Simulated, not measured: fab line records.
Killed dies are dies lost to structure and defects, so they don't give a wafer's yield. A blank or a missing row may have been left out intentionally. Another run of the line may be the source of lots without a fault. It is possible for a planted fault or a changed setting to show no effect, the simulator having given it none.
fab line records + flow berkeley_cmos170
record:
- lots: 14
- wafers: 42
- last_day: 13
route steps=331 shown CONTACT@235 M1@249 V1@254 M2@286
lots that met no fault: from a run of the same line without faults
start_h: hours from the record's opening day to when the first of the lot's shown wafers began + wait_h: time in hours since the lot's previous step + " same as the row above + L1.1+2: one row covering several wafers at once + - no value, or no start was given + * or withheld: withheld + < > ~ a bound
route shown NAME@n: NAME is a module with steps in the file, n the number in the route of the first one + usual: the fault-free wafers' mean and standard deviation + same: alike in all rows + chamber/n: place in a boat + sites: each site's reading + _std_site: how widely they spread, as a standard deviation + _edge_site: inner sites' mean taken away from outer sites' mean + radius_mm: how far each site lies from the wafer's centre + mask NAME#n: copy n + behind: the last tool/chamber to shape the wafer + hold: why the lot was held/for how many hours/how that ended + device: names the non-switching transistor (n, p or np) + end of line: the same wafers' tests at the end of the route + for a step that has no rows: nothing shown but its recipe + killed: the dies lost at the first sort to structure and to defects; this is not the yield of the wafer + map: per-die view of a wafer (x killed, . not killed, _ where there is no die)
set.NAME: the setting the step ran with; set.NAME@STEP: the setting that earlier step ran with + model.NAME: the simulator's own value behind a step, which no gauge read
a sample of lots followed through the steps of the route, with each step as a table and each wafer as a row
services: the hour from which a tool's chamber was out of use, counted from the record's first day as start_h (under 0 if before that day), plus the number of hours and why
== steps ==
step: UCB170_CONTACT_STRIP_19
recipe:
- chemistry: O2
- power_w: 400
- pressure_mtorr: 3500
- platen_temp_c: withheld
- o2_flow_sccm: 400
- overash_fraction: 0.5
usual:
- drypump_motor_current_A: 5.5/0.41
- o2_flow_sccm: 400.2/1.1
- oes_product_au: 0.726/0.0045
| lot.wafer | tool            | chamber | start_h | wait_h | drypump_motor_current_A | o2_flow_sccm | oes_product_au | rf_hours_counter_h |
|-----------|-----------------|---------|---------|--------|-------------------------|--------------|----------------|--------------------|
| L889.3    | plasma_asher-01 | 1       | 179.74  | -      | 6.2                     | 400.8        | 0.729          | -                  |
| L889.4    | "               | 0       | "       | "      | 5.3                     | 401.5        | 0.718          | -                  |
| L889.6    | "               | 1       | "       | "      | 6.2                     | 400.6        | 0.723          | -                  |
| L892.1    | plasma_asher-03 | 0       | 190.67  | -      | 5.8                     | 400.3        | 0.724          | 39                 |
| L892.3    | "               | 0       | "       | "      | 5.8                     | 400.5        | 0.737          | -                  |
| L892.4    | "               | 1       | "       | "      | 5.6                     | 398.7        | 0.726          | -                  |
| L893.1    | plasma_asher-03 | 1       | 192.44  | -      | 5.6                     | 401.8        | 0.733          | 39                 |
| L893.3    | "               | 1       | "       | "      | 5.6                     | 400.4        | 0.722          | -                  |
| L893.4    | "               | 0       | "       | "      | 5.9                     | 402.1        | 0.724          | -                  |
| L891.1    | plasma_asher-01 | 1       | 192.72  | -      | 6.2                     | 400.3        | 0.731          | 48                 |
| L891.2    | "               | 0       | "       | "      | 5.3                     | 400.5        | 0.726          | 48                 |
| L891.4    | "               | 1       | "       | "      | 6.2                     | 399.8        | 0.727          | -                  |
| L890.2    | plasma_asher-04 | 0       | 192.89  | -      | 5.0                     | 400.6        | 0.720          | 8                  |
| L890.3    | "               | 0       | "       | "      | 5.0                     | 399.5        | 0.728          | -                  |
| L890.5    | "               | 1       | "       | "      | 5.2                     | 400.5        | 0.725          | -                  |
| L894.3    | plasma_asher-01 | 1       | 193.15  | -      | 6.1                     | 401.3        | 0.720          | -                  |
| L894.4    | "               | 0       | "       | "      | 5.3                     | 399.7        | 0.731          | -                  |
| L894.5    | "               | 0       | "       | "      | 5.3                     | 400.4        | 0.732          | -                  |
| L899.3    | plasma_asher-03 | 1       | 225.99  | -      | 5.6                     | 399.5        | 0.728          | -                  |
| L899.5    | "               | 1       | "       | "      | 5.6                     | 400.4        | 0.728          | -                  |
| L899.6    | "               | 0       | "       | "      | 5.9                     | 400.5        | 0.721          | -                  |
| L900.2    | plasma_asher-01 | 0       | 236.54  | -      | 5.3                     | 401.8        | 0.721          | 53                 |
| L900.4    | "               | 1       | "       | "      | 6.2                     | 398.9        | 0.732          | -                  |
| L900.5    | "               | 0       | "       | "      | 5.3                     | 398.8        | 0.723          | -                  |
| L902.1    | plasma_asher-04 | 0       | 236.78  | -      | 5.0                     | 400.2        | 0.723          | 13                 |
| L902.2    | "               | 1       | "       | "      | 5.2                     | 399.3        | 0.724          | 13                 |
| L902.5    | "               | 1       | "       | "      | 5.2                     | 400.8        | 0.724          | -                  |
| L901.3    | plasma_asher-01 | 0       | 239.24  | -      | 5.3                     | 400.9        | 0.724          | -                  |
| L901.4    | "               | 1       | "       | "      | 6.2                     | 402.0        | 0.728          | -                  |
| L901.5    | "               | 0       | "       | "      | 5.3                     | 398.6        | 0.726          | -                  |
| L903.4    | plasma_asher-01 | 0       | 239.96  | -      | 5.3                     | 399.3        | 0.733          | -                  |
| L903.5    | "               | 0       | "       | "      | 5.3                     | 400.8        | 0.729          | -                  |
| L903.6    | "               | 1       | "       | "      | 6.2                     | 400.5        | 0.733          | -                  |
| L904.1    | plasma_asher-01 | 0       | 254.45  | -      | 5.3                     | 402.0        | 0.718          | 55                 |
| L904.3    | "               | 0       | "       | "      | 5.3                     | 400.5        | 0.724          | -                  |
| L904.6    | "               | 0       | "       | "      | 5.3                     | 400.6        | 0.725          | -                  |
| L906.2    | plasma_asher-04 | 1       | 264.57  | -      | 5.2                     | 398.9        | 0.730          | 16                 |
| L906.4    | "               | 0       | "       | "      | 5.0                     | 401.7        | 0.733          | -                  |
| L906.5    | "               | 0       | "       | "      | 5.0                     | 400.4        | 0.731          | -                  |
| L909.1    | plasma_asher-01 | 1       | 294.62  | -      | 6.2                     | 401.4        | 0.726          | 58                 |
| L909.4    | "               | 0       | "       | "      | 5.3                     | 400.2        | 0.727          | -                  |
| L909.5    | "               | 0       | "       | "      | 5.3                     | 402.9        | 0.726          | -                  |
step: UCB170_M1_ETCH_11
recipe:
- chemistry: N2/H2
- target_depth_a: withheld
- overetch_a: withheld
- target: BARC
- time_s: withheld
- source_w: 500
- bias_w: 100
- pressure_mtorr: 30
- n2_flow_sccm: 100
- h2_flow_sccm: 200
usual:
- drypump_motor_current_A: 5.9/0.45
- n2_flow_sccm: 100.0/0.3
- oes_product_au: 1.008/0.023
- throttle_valve_pct: 13.29/0.18
| lot.wafer | tool        | chamber | start_h | wait_h | drypump_motor_current_A | n2_flow_sccm | oes_product_au | throttle_valve_pct |
|-----------|-------------|---------|---------|--------|-------------------------|--------------|----------------|--------------------|
| L889.3    | rie_diel-01 | 2       | 182.40  | 0.0    | 6.2                     | 100.0        | 0.999          | 13.35              |
| L889.4    | "           | 1       | "       | "      | 6.0                     | 99.7         | 1.038          | 13.12              |
| L889.6    | "           | 2       | "       | "      | 6.2                     | 100.2        | 1.019          | 13.35              |
| L892.1    | rie_diel-03 | 2       | 192.30  | 0.0    | 6.3                     | 99.4         | 1.029          | 13.38              |
| L892.3    | "           | 1       | "       | "      | 6.5                     | 100.4        | 0.969          | 13.23              |
| L892.4    | "           | 3       | "       | "      | 5.6                     | 99.7         | 1.005          | 13.10              |
| L893.1    | rie_diel-01 | 1       | 194.55  | 0.0    | 5.9                     | 99.7         | 1.033          | 13.12              |
| L893.3    | "           | 2       | "       | "      | 6.2                     | 100.1        | 1.001          | 13.36              |
| L893.4    | "           | 3       | "       | "      | 5.8                     | 100.4        | 0.992          | 13.04              |
| L891.1    | rie_diel-02 | 0       | 194.70  | 0.0    | 5.2                     | 99.4         | 0.976          | 13.16              |
| L891.2    | "           | 2       | "       | "      | 6.7                     | 100.4        | 1.023          | 13.62              |
| L891.4    | "           | 3       | "       | "      | 5.6                     | 100.4        | 1.043          | 13.54              |
| L890.2    | rie_diel-01 | 2       | 194.97  | 0.0    | 6.2                     | 100.0        | 1.006          | 13.36              |
| L890.3    | "           | 1       | "       | "      | 6.0                     | 100.0        | 1.027          | 13.11              |
| L890.5    | "           | 2       | "       | "      | 6.1                     | 100.2        | 1.001          | 13.36              |
| L894.3    | rie_diel-02 | 2       | 195.32  | 0.0    | 6.7                     | 100.2        | 1.013          | 13.63              |
| L894.4    | "           | 1       | "       | "      | 5.3                     | 99.8         | 1.007          | 13.40              |
| L894.5    | "           | 0       | "       | "      | 5.1                     | 100.0        | 0.974          | 13.17              |
| L899.3    | rie_diel-01 | 3       | 228.83  | 0.0    | 5.8                     | 99.9         | 0.988          | 13.04              |
| L899.5    | "           | 0       | "       | "      | 5.3                     | 100.2        | 0.994          | 13.43              |
| L899.6    | "           | 3       | "       | "      | 5.8                     | 100.1        | 0.982          | 13.03              |
| L900.2    | rie_diel-01 | 1       | 238.77  | 0.0    | 5.9                     | 100.0        | 1.033          | 13.11              |
| L900.4    | "           | 0       | "       | "      | 5.3                     | 99.7         | 0.998          | 13.44              |
| L900.5    | "           | 3       | "       | "      | 5.8                     | 100.5        | 0.998          | 13.05              |
| L902.1    | rie_diel-03 | 1       | 239.16  | 0.0    | 6.5                     | 99.5         | 0.963          | 13.22              |
| L902.2    | "           | 0       | "       | "      | 6.0                     | 99.7         | 1.015          | 13.15              |
| L902.5    | "           | 3       | "       | "      | 5.6                     | 100.0        | 1.007          | 13.11              |
| L901.3    | rie_diel-02 | 3       | 241.69  | 0.0    | 5.6                     | 99.8         | 1.035          | 13.53              |
| L901.4    | "           | 1       | "       | "      | 5.3                     | 100.1        | 1.023          | 13.40              |
| L901.5    | "           | 2       | "       | "      | 6.7                     | 99.5         | 1.018          | 13.62              |
| L903.4    | rie_diel-03 | 0       | 243.11  | 0.0    | 6.0                     | 100.1        | 1.022          | 13.15              |
| L903.5    | "           | 0       | "       | "      | 6.0                     | 99.8         | 1.025          | 13.16              |
| L903.6    | "           | 1       | "       | "      | 6.5                     | 100.1        | 0.968          | 13.23              |
| L904.1    | rie_diel-03 | 0       | 256.32  | 0.0    | 6.0                     | 100.6        | 1.017          | 13.15              |
| L904.3    | "           | 3       | "       | "      | 5.6                     | 100.3        | 1.006          | 13.11              |
| L904.6    | "           | 0       | "       | "      | 6.0                     | 100.1        | 1.020          | 13.14              |
| L906.2    | rie_diel-02 | 2       | 266.47  | 0.0    | 6.7                     | 100.8        | 1.005          | 13.63              |
| L906.4    | "           | 1       | "       | "      | 5.3                     | 99.9         | 1.027          | 13.40              |
| L906.5    | "           | 3       | "       | "      | 5.6                     | 99.7         | 1.042          | 13.54              |
| L909.1    | rie_diel-03 | 1       | 296.48  | 0.0    | 6.5                     | 100.2        | 0.953          | 13.25              |
| L909.4    | "           | 0       | "       | "      | 6.0                     | 100.2        | 1.026          | 13.14              |
| L909.5    | "           | 1       | "       | "      | 6.5                     | 100.2        | 0.972          | 13.22              |
step: UCB170_V1_CVD_00
recipe:
- material: SiO2
- target_thk_nm: 2000
- temp_c: 390
- precursor: TEOS/O2
- time_s: 250
- rf_w: 550
- pressure_mtorr: 9000
usual:
- heater_power_w: 250/67
| lot.wafer | tool     | chamber | start_h | wait_h | heater_power_w |
|-----------|----------|---------|---------|--------|----------------|
| L889.3    | pecvd-03 | 2       | 184.13  | 0.0    | 152            |
| L889.4    | "        | 2       | "       | "      | 219            |
| L889.6    | "        | 1       | "       | "      | 318            |
| L892.1    | pecvd-03 | 2       | 194.16  | 0.0    | 179            |
| L892.3    | "        | 1       | "       | "      | 299            |
| L892.4    | "        | 2       | "       | "      | 225            |
| L893.1    | pecvd-02 | 1       | 196.27  | 0.0    | 390            |
| L893.3    | "        | 2       | "       | "      | 231            |
| L893.4    | "        | 2       | "       | "      | 158            |
| L890.2    | pecvd-03 | 2       | 197.61  | 0.0    | 224            |
| L890.3    | "        | 0       | "       | "      | 284            |
| L890.5    | "        | 2       | "       | "      | 154            |
| L891.1    | pecvd-01 | 2       | 197.61  | 0.0    | 386            |
| L891.2    | "        | 1       | "       | "      | 274            |
| L891.4    | "        | 0       | "       | "      | 228            |
| L894.3    | pecvd-02 | 1       | 197.61  | 0.0    | 386            |
| L894.4    | "        | 2       | "       | "      | 155            |
| L894.5    | "        | 1       | "       | "      | 279            |
| L899.3    | pecvd-03 | 1       | 231.62  | 0.0    | 314            |
| L899.5    | "        | 2       | "       | "      | 147            |
| L899.6    | "        | 1       | "       | "      | 224            |
| L900.2    | pecvd-03 | 0       | 240.70  | 0.0    | 288            |
| L900.4    | "        | 0       | "       | "      | 207            |
| L900.5    | "        | 1       | "       | "      | 309            |
| L902.1    | pecvd-01 | 1       | 242.03  | 0.0    | 310            |
| L902.2    | "        | 2       | "       | "      | 356            |
| L902.5    | "        | 2       | "       | "      | 421            |
| L901.3    | pecvd-02 | 2       | 243.42  | 0.0    | 214            |
| L901.4    | "        | 0       | "       | "      | 170            |
| L901.5    | "        | 2       | "       | "      | 161            |
| L903.4    | pecvd-03 | 0       | 245.03  | 0.1    | 286            |
| L903.5    | "        | 1       | "       | "      | 221            |
| L903.6    | "        | 2       | "       | "      | 154            |
| L904.1    | pecvd-01 | 1       | 258.05  | 0.0    | 253            |
| L904.3    | "        | 0       | "       | "      | 201            |
| L904.6    | "        | 1       | "       | "      | 301            |
| L906.2    | pecvd-02 | 0       | 269.32  | 0.0    | 192            |
| L906.4    | "        | 0       | "       | "      | 247            |
| L906.5    | "        | 1       | "       | "      | 372            |
| L909.1    | pecvd-01 | 0       | 298.21  | 0.0    | 232            |
| L909.4    | "        | 1       | "       | "      | 289            |
| L909.5    | "        | 1       | "       | "      | 208            |
step: UCB170_V1_THK_MEAS_01
recipe:
- reads: SiO2_of_V1_CVD_00
usual:
- V1_TEOS_THK: 1988/27
| lot.wafer | tool          | chamber | start_h | wait_h | V1_TEOS_THK[nm] |
|-----------|---------------|---------|---------|--------|-----------------|
| L889.3    | film_metro-01 | -       | 184.31  | 0.1    | 1982            |
| L889.4    | "             | -       | "       | "      | 2026            |
| L889.6    | "             | -       | "       | "      | 2021            |
| L892.1    | film_metro-01 | -       | 194.32  | 0.1    | 1983            |
| L892.3    | "             | -       | "       | "      | 1947            |
| L892.4    | "             | -       | "       | "      | 2000            |
| L893.1    | film_metro-03 | -       | 196.43  | 0.1    | 1984            |
| L893.3    | "             | -       | "       | "      | 1955            |
| L893.4    | "             | -       | "       | "      | 1984            |
| L891.1    | film_metro-01 | -       | 197.76  | 0.1    | 2007            |
| L891.2    | "             | -       | "       | "      | 2010            |
| L891.4    | "             | -       | "       | "      | 1992            |
| L890.2    | film_metro-03 | -       | 197.77  | 0.1    | 1958            |
| L890.3    | "             | -       | "       | "      | 1942            |
| L890.5    | "             | -       | "       | "      | 1987            |
| L894.3    | film_metro-02 | -       | 197.78  | 0.1    | 1991            |
| L894.4    | "             | -       | "       | "      | 2003            |
| L894.5    | "             | -       | "       | "      | 2043            |
| L899.3    | film_metro-01 | -       | 231.80  | 0.1    | 1972            |
| L899.5    | "             | -       | "       | "      | 2036            |
| L899.6    | "             | -       | "       | "      | 1996            |
| L900.2    | film_metro-02 | -       | 240.87  | 0.1    | 810             |
| L900.4    | "             | -       | "       | "      | 828             |
| L900.5    | "             | -       | "       | "      | 803             |
| L902.1    | film_metro-03 | -       | 242.19  | 0.1    | 1961            |
| L902.2    | "             | -       | "       | "      | 1962            |
| L902.5    | "             | -       | "       | "      | 1991            |
| L901.3    | film_metro-02 | -       | 243.59  | 0.1    | 1977            |
| L901.4    | "             | -       | "       | "      | 2028            |
| L901.5    | "             | -       | "       | "      | 2016            |
| L903.4    | film_metro-03 | -       | 245.14  | 0.0    | 824             |
| L903.5    | "             | -       | "       | "      | 814             |
| L903.6    | "             | -       | "       | "      | 845             |
| L904.1    | film_metro-01 | -       | 258.20  | 0.1    | 1933            |
| L904.3    | "             | -       | "       | "      | 1936            |
| L904.6    | "             | -       | "       | "      | 1977            |
| L906.2    | film_metro-02 | -       | 269.49  | 0.1    | 2001            |
| L906.4    | "             | -       | "       | "      | 2007            |
| L906.5    | "             | -       | "       | "      | 2006            |
| L909.1    | film_metro-02 | -       | 298.44  | 0.2    | 1971            |
| L909.4    | "             | -       | "       | "      | 2000            |
| L909.5    | "             | -       | "       | "      | 1989            |
step: UCB170_V1_ETCH_14
recipe:
- chemistry: CHF3/CF4/Ar
- target: SiO2
- stop_on: Al
- CHF3_flow_sccm: 45
- cf4_flow_sccm: 15
- Ar_flow_sccm: 150
- pressure_mtorr: 200
- rf_w: 700
- target_depth_a: 12500
- over_etch_frac: 0.25
- time_s: 291
usual:
- drypump_motor_current_A: 5.8/0.53
- oes_product_au: 0.877/0.017
- throttle_valve_pct: 6.97/0.12
| lot.wafer | tool        | chamber | start_h | wait_h | drypump_motor_current_A | oes_product_au | rf_hours_counter_h | throttle_valve_pct |
|-----------|-------------|---------|---------|--------|-------------------------|----------------|--------------------|--------------------|
| L889.3    | rie_diel-03 | 3       | 186.62  | 0.0    | 5.6                     | 0.868          | 8                  | 6.77               |
| L889.4    | "           | 2       | "       | "      | 6.2                     | 0.875          | 5                  | 6.97               |
| L889.6    | "           | 1       | "       | "      | 6.5                     | 0.862          | -                  | 6.93               |
| L892.1    | rie_diel-03 | 0       | 197.93  | 0.0    | 6.0                     | 0.897          | 26                 | 6.84               |
| L892.3    | "           | 2       | "       | "      | 6.2                     | 0.874          | 5                  | 6.97               |
| L892.4    | "           | 3       | "       | "      | 5.6                     | 0.867          | 8                  | 6.78               |
| L893.1    | rie_diel-04 | 3       | 198.77  | 0.0    | 6.5                     | 0.873          | 16                 | 7.06               |
| L893.3    | "           | 1       | "       | "      | 5.2                     | 0.850          | 74                 | 7.09               |
| L893.4    | "           | 0       | "       | "      | 5.3                     | 0.883          | 3                  | 6.83               |
| L891.1    | rie_diel-02 | 0       | 199.83  | 0.0    | 5.2                     | 0.859          | 134                | 6.81               |
| L891.2    | "           | 2       | "       | "      | 6.7                     | 0.877          | 119                | 7.16               |
| L891.4    | "           | 3       | "       | "      | 5.6                     | 0.900          | 60                 | 7.08               |
| L890.2    | rie_diel-03 | 2       | 199.90  | 0.0    | 6.2                     | 0.878          | 5                  | 6.96               |
| L890.3    | "           | 0       | "       | "      | 6.0                     | 0.898          | 26                 | 6.83               |
| L890.5    | "           | 0       | "       | "      | 6.0                     | 0.906          | -                  | 6.83               |
| L894.3    | rie_diel-03 | 1       | 200.55  | 0.0    | 6.5                     | 0.865          | 89                 | 6.92               |
| L894.4    | "           | 3       | "       | "      | 5.6                     | 0.860          | 8                  | 6.79               |
| L894.5    | "           | 0       | "       | "      | 6.0                     | 0.905          | -                  | 6.84               |
| L899.3    | rie_diel-04 | 0       | 233.95  | 0.0    | 5.3                     | 0.883          | 5                  | 6.81               |
| L899.5    | "           | 3       | "       | "      | 6.5                     | 0.878          | -                  | 7.07               |
| L899.6    | "           | 0       | "       | "      | 5.3                     | 0.885          | -                  | 6.81               |
| L900.2    | rie_diel-02 | 1       | 243.39  | 0.0    | 5.3                     | 0.791          | 37                 | 7.07               |
| L900.4    | "           | 2       | "       | "      | 6.7                     | 0.805          | 121                | 7.16               |
| L900.5    | "           | 3       | "       | "      | 5.6                     | 0.799          | -                  | 7.09               |
| L902.1    | rie_diel-04 | 0       | 244.62  | 0.0    | 5.3                     | 0.879          | 5                  | 6.81               |
| L902.2    | "           | 1       | "       | "      | 5.2                     | 0.846          | 76                 | 7.07               |
| L902.5    | "           | 1       | "       | "      | 5.2                     | 0.844          | -                  | 7.07               |
| L901.3    | rie_diel-02 | 3       | 245.70  | 0.0    | 5.6                     | 0.903          | 62                 | 7.08               |
| L901.4    | "           | 1       | "       | "      | 5.4                     | 0.886          | 37                 | 7.06               |
| L901.5    | "           | 2       | "       | "      | 6.7                     | 0.879          | -                  | 7.13               |
| L903.4    | rie_diel-03 | 3       | 247.07  | 0.0    | 5.6                     | 0.780          | 10                 | 6.80               |
| L903.5    | "           | 1       | "       | "      | 6.5                     | 0.763          | -                  | 6.93               |
| L903.6    | "           | 0       | "       | "      | 6.0                     | 0.820          | -                  | 6.83               |
| L904.1    | rie_diel-03 | 0       | 259.98  | 0.0    | 6.0                     | 0.902          | 29                 | 6.85               |
| L904.3    | "           | 1       | "       | "      | 6.5                     | 0.860          | 92                 | 6.95               |
| L904.6    | "           | 3       | "       | "      | 5.6                     | 0.872          | -                  | 6.78               |
| L906.2    | rie_diel-03 | 1       | 271.70  | 0.0    | 6.5                     | 0.857          | 92                 | 6.93               |
| L906.4    | "           | 2       | "       | "      | 6.2                     | 0.885          | 8                  | 6.94               |
| L906.5    | "           | 3       | "       | "      | 5.6                     | 0.868          | -                  | 6.78               |
| L909.1    | rie_diel-04 | 3       | 300.33  | 0.0    | 6.5                     | 0.876          | 21                 | 7.07               |
| L909.4    | "           | 2       | "       | "      | 5.8                     | 0.870          | 34                 | 7.02               |
| L909.5    | "           | 1       | "       | "      | 5.2                     | 0.851          | -                  | 7.09               |
step: UCB170_M2_CD_MEAS_15
recipe:
- target_cd_nm: 700
usual:
- cd_nm: 700.3/1.3
| lot.wafer | tool      | chamber | start_h | wait_h | cd_nm |
|-----------|-----------|---------|---------|--------|-------|
| L889.3    | cd_sem-02 | -       | 188.98  | -      | 703.2 |
| L889.4    | "         | -       | "       | "      | 702.2 |
| L889.6    | "         | -       | "       | "      | 700.2 |
| L892.1    | cd_sem-02 | -       | 200.56  | -      | 701.1 |
| L892.3    | "         | -       | "       | "      | 700.9 |
| L892.4    | "         | -       | "       | "      | 700.3 |
| L893.1    | cd_sem-02 | -       | 201.45  | -      | 700.8 |
| L893.3    | "         | -       | "       | "      | 699.7 |
| L893.4    | "         | -       | "       | "      | 699.4 |
| L891.1    | cd_sem-02 | -       | 202.91  | -      | 699.8 |
| L891.2    | "         | -       | "       | "      | 699.1 |
| L891.4    | "         | -       | "       | "      | 700.5 |
| L890.2    | cd_sem-01 | -       | 203.09  | -      | 700.4 |
| L890.3    | "         | -       | "       | "      | 701.3 |
| L890.5    | "         | -       | "       | "      | 701.8 |
| L894.3    | cd_sem-01 | -       | 203.78  | -      | 700.4 |
| L894.4    | "         | -       | "       | "      | 699.8 |
| L894.5    | "         | -       | "       | "      | 699.1 |
| L899.3    | cd_sem-01 | -       | 236.38  | -      | 699.6 |
| L899.5    | "         | -       | "       | "      | 700.3 |
| L899.6    | "         | -       | "       | "      | 698.4 |
| L900.2    | cd_sem-01 | -       | 245.81  | -      | 700.5 |
| L900.4    | "         | -       | "       | "      | 700.0 |
| L900.5    | "         | -       | "       | "      | 699.7 |
| L902.1    | cd_sem-01 | -       | 247.47  | -      | 702.4 |
| L902.2    | "         | -       | "       | "      | 702.7 |
| L902.5    | "         | -       | "       | "      | 702.6 |
| L901.3    | cd_sem-01 | -       | 248.28  | -      | 701.5 |
| L901.4    | "         | -       | "       | "      | 700.7 |
| L901.5    | "         | -       | "       | "      | 700.3 |
| L903.4    | cd_sem-01 | -       | 249.42  | -      | 701.3 |
| L903.5    | "         | -       | "       | "      | 700.7 |
| L903.6    | "         | -       | "       | "      | 700.1 |
| L904.1    | cd_sem-01 | -       | 264.63  | -      | 700.2 |
| L904.3    | "         | -       | "       | "      | 700.0 |
| L904.6    | "         | -       | "       | "      | 699.6 |
| L906.2    | cd_sem-02 | -       | 277.78  | -      | 700.9 |
| L906.4    | "         | -       | "       | "      | 701.1 |
| L906.5    | "         | -       | "       | "      | 700.2 |
| L909.1    | cd_sem-01 | -       | 302.82  | -      | 699.9 |
| L909.4    | "         | -       | "       | "      | 701.5 |
| L909.5    | "         | -       | "       | "      | 698.9 |
== services ==
| tool            | chamber | start_h | hours | kind           |
|-----------------|---------|---------|-------|----------------|
| rie_diel-03     | 3       | 169.44  | 1.8   | repair         |
| rie_diel-01     | 0       | 192.18  | -     | clean          |
| rie_diel-01     | 0       | 192.18  | 16.1  | scheduled_down |
| rie_diel-01     | 0       | 192.18  | 16.1  | vent_cycle     |
| pecvd-01        | -       | 199.18  | 0.8   | repair         |
| rie_diel-03     | 3       | 216.54  | 2.3   | repair         |
| pecvd-01        | -       | 242.50  | 14.0  | pm             |
| pecvd-01        | 0       | 242.50  | 14.0  | vent_cycle     |
| pecvd-01        | 1       | 242.50  | 14.0  | vent_cycle     |
| pecvd-01        | 2       | 242.50  | 14.0  | vent_cycle     |
| rie_diel-02     | -       | 250.65  | 4.3   | pm             |
| rie_diel-01     | 3       | 253.49  | -     | clean          |
| rie_diel-01     | 3       | 253.49  | 23.6  | scheduled_down |
| rie_diel-01     | 3       | 253.49  | 23.6  | vent_cycle     |
| rie_diel-02     | 0       | 255.42  | -     | clean          |
| rie_diel-02     | 0       | 255.42  | 30.0  | scheduled_down |
| rie_diel-02     | 0       | 255.42  | 30.0  | vent_cycle     |
| rie_diel-04     | 1       | 256.79  | 1.6   | repair         |
| pecvd-01        | -       | 261.89  | 12.3  | repair         |
| rie_diel-03     | 0       | 272.37  | 9.8   | repair         |
| pecvd-01        | -       | 274.18  | 4.3   | pm             |
| pecvd-02        | 0       | 276.45  | 10.1  | repair         |
| pecvd-01        | 2       | 286.75  | 11.9  | repair         |
| plasma_asher-03 | -       | 288.63  | 1.2   | repair         |
== key ==
first_sign:
- step: UCB170_V1_THK_MEAS_01
- reading: V1_TEOS_THK
- direction: down
- sigmas: 44
- usual: 1988
- struck: 821
effect:
- step: UCB170_V1_ETCH_14
- reading: oes_product_au
- direction: down
- sigmas: 5.1
- usual: 0.877
- struck: 0.793
met_at UCB170_V1_CVD_00
struck_lots L900,L903
sort_left_out L900.2,L900.4,L900.5,L903.4,L903.5,L903.6
not_acting_at UCB170_CONTACT_STRIP_19,UCB170_M1_ETCH_11,UCB170_M2_CD_MEAS_15
onset_between 231.62 240.70
fault:
- kind: process_parameter_drift
- tool: pecvd-03
- chamber: -
- onset_h: 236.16
- steps: UCB170_V1_CVD_00
- channel: target_thk_nm
- offset: -1177.5
- shape: step
- end_h: 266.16
- acts_in: these_recipes_only
- stated: 2000
sort_left_out: the simulated sort isn't trusted on such a fault, so these wafers' sort isn't shown, and their yield isn't known
